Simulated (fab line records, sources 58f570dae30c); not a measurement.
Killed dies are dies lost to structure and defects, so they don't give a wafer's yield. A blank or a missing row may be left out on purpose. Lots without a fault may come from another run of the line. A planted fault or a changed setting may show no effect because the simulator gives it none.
Which tool did it? | flow berkeley_cmos170 | 13 lots, 39 wafers sampled, at 5 steps of a route of 331

WHAT THE GAUGES READ, wafer by wafer
UCB170_PWELL_TW_MEAS_17.
lot  | measured    | on            | PWELL_TW
L380 | day 3 08:15 | film_metro-04 | 376.5 378.5 377.1
L381 | day 3 14:45 | film_metro-04 | 377.4 376.4 376.0
L384 | day 4 04:05 | film_metro-01 | 375.0 374.1 372.9
L387 | day 5 09:55 | film_metro-03 | 52.1 53.0 49.6
L389 | day 5 10:12 | film_metro-04 | 51.3 55.1 52.6
L392 | day 5 22:46 | film_metro-04 | 374.8 374.1 376.8
L393 | day 5 22:57 | film_metro-01 | 374.0 374.3 375.9
L390 | day 5 23:27 | film_metro-01 | 56.2 51.3 52.6
L394 | day 6 08:15 | film_metro-01 | 376.2 374.0 378.8
L397 | day 6 22:35 | film_metro-01 | 375.8 376.9 378.3
L398 | day 6 23:18 | film_metro-01 | 376.3 377.1 380.5
L400 | day 7 16:05 | film_metro-01 | 373.0 375.1 374.6
L402 | day 7 19:15 | film_metro-01 | 377.5 375.0 376.6

UCB170_FIELD_THK_MEAS_02.
lot  | measured    | on            | FIELD_OXIDE_THK (nm)
L380 | day 5 10:43 | film_metro-01 | 574 576 586
L381 | day 5 10:43 | film_metro-03 | 576 580 580
L384 | day 5 23:22 | film_metro-01 | 560 558 577
L392 | day 7 22:05 | film_metro-03 | 556 551 551
L393 | day 7 22:07 | film_metro-04 | 554 547 552
L394 | day 8 06:37 | film_metro-03 | 542 544 552
L397 | day 8 16:14 | film_metro-03 | 557 551 545
L398 | day 8 16:17 | film_metro-03 | 560 552 550
L400 | day 9 09:14 | film_metro-03 | 559 564 559
L402 | day 9 15:35 | film_metro-03 | 546 546 553

UCB170_SPACER_THK_MEAS_01.
lot  | measured     | on            | SPACER_TEOS_THK (nm)
L380 | day 7 19:09  | film_metro-04 | 376 380 385
L381 | day 7 19:32  | film_metro-04 | 375 377 385
L384 | day 8 06:55  | film_metro-03 | 377 375 380
L392 | day 9 20:08  | film_metro-04 | 374 376 378
L393 | day 9 21:04  | film_metro-02 | 367 377 378
L394 | day 10 06:52 | film_metro-04 | 375 377 380
L397 | day 10 13:05 | film_metro-03 | 370 374 383
L398 | day 10 12:39 | film_metro-04 | 372 374 380
L400 | day 11 03:13 | film_metro-04 | 375 380 383
L402 | day 11 17:08 | film_metro-04 | 380 378 381

UCB170_PSD_OVL_MEAS_07.
lot  | measured     | on         | PSD_OVL (nm)
L380 | day 8 00:10  | overlay-01 | 2 2 4
L381 | day 8 00:23  | overlay-02 | 4 6 10
L384 | day 8 13:41  | overlay-02 | 6 6 0
L392 | day 10 02:34 | overlay-01 | 2 1 4
L393 | day 10 03:11 | overlay-02 | 5 4 -2
L394 | day 10 13:28 | overlay-02 | 2 7 -3
L397 | day 10 19:05 | overlay-02 | 6 0 3
L398 | day 10 19:14 | overlay-01 | -1 0 0
L400 | day 11 11:26 | overlay-01 | 0 6 7
L402 | day 12 00:34 | overlay-02 | 5 0 4

WHICH TOOL RAN EACH LOT (tool, then ch and the chambers of the sampled wafers, then the start)
lot  | UCB170_PWELL_DEVELOP_12
L380 | litho_track-03 ch 0, day 3 07:00
L381 | litho_track-01 ch 0, day 3 14:00
L384 | litho_track-03 ch 0, day 4 03:00
L387 | litho_track-03 ch 0, day 5 09:00
L389 | litho_track-03 ch 0, day 5 09:00
L392 | litho_track-01 ch 0, day 5 22:00
L393 | litho_track-02 ch 0, day 5 22:00
L390 | litho_track-03 ch 0, day 5 22:00
L394 | litho_track-02 ch 0, day 6 07:00
L397 | litho_track-02 ch 0, day 6 22:00
L398 | litho_track-02 ch 0, day 6 22:00
L400 | litho_track-02 ch 0, day 7 15:00
L402 | litho_track-02 ch 0, day 7 18:00
- UCB170_PWELL_DEVELOP_12: develop time 45 s.

WHAT THE TOOLS THEMSELVES READ (means of the sampled wafers that have a number; where no wafer has one, the mark that the record gives instead)
The record holds no such reading with a usual standard deviation.

THE ANSWER, worked out from the rows above alone
Rule: what is usual is taken from the lots themselves. Put in order of their means at a reading, lots are off if they are a third of the lots or fewer, leave a main group of 4 or more, and stand apart from it by a gap of 3 or more times the standard deviation of the main group's means; of several such gaps the widest counts. A main group whose means are all the same, to the digits that the tables above print for the reading, isn't used. A lot without any number at a reading at which 4 lots or more have one is off too. The other lots that the step has rows for count as sound. The gauges are gone through in route order, then the tools' own readings, and for those a lot's mean is taken as printed above. The first step at which some lot is off is used, and at that step the reading that is off furthest; a lot without a number counts as furthest.
Off: L387, L389, L390, at UCB170_PWELL_TW_MEAS_17 (PWELL_TW). The main group: mean 376.0, standard deviation 1.3.
A tool fits if, at a process step before that reading, it ran every lot that is off, and no sound lot after the first of them. The gauges at UCB170_PWELL_TW_MEAS_17 are tried like those tools. One fits: litho_track-03 at UCB170_PWELL_DEVELOP_12. Its last sound lot is L384 (day 4 03:00), its first lot that is off L387 (day 5 09:00): a fault that began between those two fits.

WHAT THE SIMULATOR HAD PUT IN
Process parameter drift: litho_track-03, from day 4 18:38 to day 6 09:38, at UCB170_PWELL_DEVELOP_12. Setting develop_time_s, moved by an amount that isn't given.
Lots struck among those shown: L387, L389, L390. The rule above found the same.
